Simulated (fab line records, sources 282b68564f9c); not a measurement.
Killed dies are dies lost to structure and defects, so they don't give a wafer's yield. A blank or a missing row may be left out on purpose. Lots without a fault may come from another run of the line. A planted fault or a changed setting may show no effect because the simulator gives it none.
A struck lot beside a sound one | flow rit_cmos | 34 steps out of a route of 202
Sound: wafers L504.1, L504.4, L504.5. Struck: wafers L502.1, L502.2, L502.3. The cause comes at the end.
At each step with rows: each side's tool, then ch and its chambers, then its first start. Under that, the readings that differ: sound wafers | struck wafers | difference of the means | sigmas: that difference in standard deviations of wafers without a fault.
alike: readings whose means differ by less than 2 such deviations, and words and numbers that are the same on both sides. not compared: withheld readings, readings that some wafer has no value for, bounds like >300 that may hide the same value, and numbers for which the record gives no deviation and whose values overlap.
The two part at a step that has a row with sigmas, a row that says differs or no value, or rows on one side only. Numbers that don't overlap but have no deviation are shown without sigmas and don't part them. A reading that every wafer of one side lacks parts them only if that side has two wafers or more.

first, 2 steps without rows for these wafers: RIT_SPACER_CLEAN_02 (cleans in SC2, time 600 s); RIT_SPACER_CVD_03 (deposits Si3N4 from SiH2Cl2/NH3, target thk 250 nm, time 3300 s).
RIT_SPACER_THK_MEAS_04:
  sound on film_metro-02, day 7 18:43; struck on film_metro-03, day 7 09:05
  alike: SPACER_NITRIDE_THK
RIT_SPACER_ETCHBACK_05: etches Si3N4 in SF6/CHF3, stops on SiO2, target depth 250 nm, time 240 s.
  sound on rie_diel-04 ch 0,1, day 7 18:47; struck on rie_diel-01 ch 1,2,3, day 7 09:08
  reading                | sound             | struck            | difference | sigmas
  throttle_valve_pct (%) | 10.54 10.51 10.54 | 10.21 10.09 10.09 | -0.40      | -2
  alike: CHF3_flow_sccm, drypump_motor_current_A, oes_product_au, rf_fwd_power_W
  not compared: rf_hours_counter_h
then, 6 steps without rows for these wafers: RIT_NSD_HMDS_00 (prime time 60 s); RIT_NSD_COAT_01 (resist thk 1000 nm); RIT_NSD_SOFTBAKE_02 (time 60 s); RIT_NSD_EXPOSE_03 (exposes mask M9, target cd 40700 nm); RIT_NSD_PEB_04; RIT_NSD_DEVELOP_05 (develop time 50 s).
RIT_NSD_OVL_MEAS_06:
  sound on overlay-02, day 7 19:47; struck on overlay-01, day 7 10:08
  reading      | sound          | struck      | difference | sigmas
  NSD_OVL (nm) | -1.4 -1.2 -1.8 | 1.7 0.8 1.3 | +2.7       | +2
then, 1 step without rows for these wafers: RIT_NSD_HARDBAKE_07 (time 60 s).
RIT_NSD_IMPLANT_08:
  sound on implanter-02 ch 0, day 7 20:07; struck on implanter-01 ch 0, day 7 10:20
  reading            | sound                          | struck                           | difference  | sigmas
  dose_ions_cm2      | 9.995e+14 9.996e+14 1.0013e+15 | 1.0964e+15 1.0968e+15 1.0969e+15 | +9.6567e+13 | +88
  faraday_current_uA | 3173 3117 3112                 | 3447 3480 3390                   | +305        | +5
RIT_NSD_STRIP_09: strips in O2, time 180 s.
  sound on plasma_asher-03 ch 0,1, day 7 20:16; struck on plasma_asher-02 ch 0,1, day 7 10:29
  alike: drypump_motor_current_A
  not compared: rf_hours_counter_h
RIT_NSD_TW_MEAS_10:
  sound on film_metro-01, day 7 20:27; struck on film_metro-01, day 7 10:39
  reading | sound          | struck         | difference | sigmas
  NSD_TW  | 3188 3195 3209 | 3266 3261 3262 | +66        | +3
then, 6 steps without rows for these wafers: RIT_PSD_HMDS_00 (prime time 60 s); RIT_PSD_COAT_01 (resist thk 1000 nm); RIT_PSD_SOFTBAKE_02 (time 60 s); RIT_PSD_EXPOSE_03 (exposes mask M10, target cd 40900 nm); RIT_PSD_PEB_04; RIT_PSD_DEVELOP_05 (develop time 50 s).
RIT_PSD_OVL_MEAS_06:
  sound on overlay-01, day 7 21:29; struck on overlay-02, day 7 11:41
  alike: PSD_OVL
then, 2 steps without rows for these wafers: RIT_PSD_HARDBAKE_07 (time 60 s); RIT_PSD_IMPLANT_08.
RIT_PSD_STRIP_09: strips in O2, time 180 s.
  sound on plasma_asher-01 ch 0,1, day 7 21:49; struck on plasma_asher-02 ch 0,1, day 7 12:01
  alike: drypump_motor_current_A
  not compared: rf_hours_counter_h
RIT_PSD_TW_MEAS_10:
  sound on film_metro-04, day 7 22:00; struck on film_metro-04, day 7 12:12
  alike: PSD_TW
then, 3 steps without rows for these wafers: RIT_SDANNEAL_CLEAN_00 (cleans in SC1, time 600 s); RIT_SDANNEAL_CLEAN_01 (cleans in dHF, time 30 s); RIT_SDANNEAL_CLEAN_02 (cleans in SC2, time 600 s).
RIT_SDANNEAL_RTA_03: time 5 s.
  sound on rtp_anneal-02 ch 0, day 7 22:26; struck on rtp_anneal-02 ch 0, day 7 12:37
  alike: wafer_temp_C_max
RIT_SDANNEAL_RS_MEAS_04: measures by four-point-probe.
  sound on film_metro-01, day 7 22:30; struck on film_metro-02, day 7 12:41
  alike: PSD_RS
RIT_SDANNEAL_RS_MEAS_05: measures by four-point-probe.
  sound on film_metro-01, day 7 22:37; struck on film_metro-02, day 7 12:48
  reading         | sound          | struck         | difference | sigmas
  NSD_RS (ohm/sq) | 84.3 84.6 84.6 | 78.2 77.9 78.2 | -6.4       | -19
RIT_SDANNEAL_RS_MEAS_06: measures by four-point-probe.
  sound on film_metro-01, day 7 22:44; struck on film_metro-02, day 7 12:55
  alike: PLDD_RS
RIT_M1_PROBE_99:
  sound on prober-01, day 8 05:55; struck on prober-01, day 7 20:56
  reading                              | sound             | struck            | difference | sigmas
  model.etest.contact_nplus.end_ohm_um | 41.57 43.03 42.29 | 35.86 34.72 35.62 | -6.90      |
  alike: killed_at_front_end, killed_dies, killed_open, killed_short

WHERE THEY PART
First at RIT_SPACER_ETCHBACK_05; last, within this record, at RIT_SDANNEAL_RS_MEAS_05. Later steps at which nothing parts them and some readings are alike: RIT_SDANNEAL_RS_MEAS_06, RIT_M1_PROBE_99.

WHY: what the simulator had put in
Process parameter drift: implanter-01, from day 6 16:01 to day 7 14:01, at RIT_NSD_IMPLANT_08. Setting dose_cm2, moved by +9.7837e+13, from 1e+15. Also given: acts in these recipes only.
